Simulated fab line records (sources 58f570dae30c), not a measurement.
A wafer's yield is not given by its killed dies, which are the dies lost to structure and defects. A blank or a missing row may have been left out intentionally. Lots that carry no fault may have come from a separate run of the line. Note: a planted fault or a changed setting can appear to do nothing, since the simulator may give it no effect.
What tool caused it?	flow berkeley-cmos170	7 lots with 21 wafers sampled at 3 steps, on a route of 331 steps

WHAT THE GAUGES READ, wafer by wafer
UCB170_M3_OVL_MEAS_16.
lot	measured	on	M3_OVL (nm)
L980	day 8 23:48	overlay-01	5 1 4
L983	day 8 23:32	overlay-02	10 5 2
L988	day 9 23:34	overlay-01	10 7 5
L992	day 10 23:33	overlay-02	4 -4 -3
L994	day 11 00:17	overlay-01	-3 -9 -8
L998	day 12 03:24	overlay-02	2 2 -1
L100	day 12 10:50	overlay-01	-1 -1 -4

EACH LOT AND THE TOOL THAT RAN IT (in order: tool; ch and the chambers of the sampled wafers; start)
lot	UCB170_PWELL_CLEAN_00	UCB170_M2_STRIP_07
L980	wet-bench-01 ch 1, day 3 14:37	plasma-asher-02 ch 0,1, day 8 15:27
L983	wet-bench-04 ch 3, day 3 17:37	plasma-asher-01 ch 0,1, day 8 14:37
L988	wet-bench-04 ch 1, day 4 19:17	plasma-asher-04 ch 0,1, day 9 15:35
L992	wet-bench-04 ch 1, day 5 23:17	plasma-asher-04 ch 0,1, day 10 14:17
L994	wet-bench-04 ch 2, day 5 23:17	plasma-asher-01 ch 0, day 10 14:40
L998	wet-bench-02 ch 2, day 6 21:23	plasma-asher-02 ch 0,1, day 11 18:08
L100	wet-bench-02 ch 3, day 7 05:09	plasma-asher-01 ch 0,1, day 12 01:47
- UCB170_PWELL_CLEAN_00: cleans in SPM, time 600 s.
- UCB170_M2_STRIP_07: strips in O2.

THE ANSWER, worked out from the rows above alone
Rule: the usual values come from the lots themselves. The widest of any qualifying gaps counts: lots, ordered by their means at a reading, are off when they make up no more than a third of the lots, leave a main group of 4 or more, and stand apart from it by 3 or more times the standard deviation of that group's means. A main group whose means are all the same, to the digits that the tables above print for the reading, isn't used. Also off: a lot with no number at a reading for which 4 or more lots have one. The other lots that the step has rows for count as sound.
Across all readings shown, no lot is off: no conclusion can be drawn from this.

WHAT WAS PUT IN BY THE SIMULATOR
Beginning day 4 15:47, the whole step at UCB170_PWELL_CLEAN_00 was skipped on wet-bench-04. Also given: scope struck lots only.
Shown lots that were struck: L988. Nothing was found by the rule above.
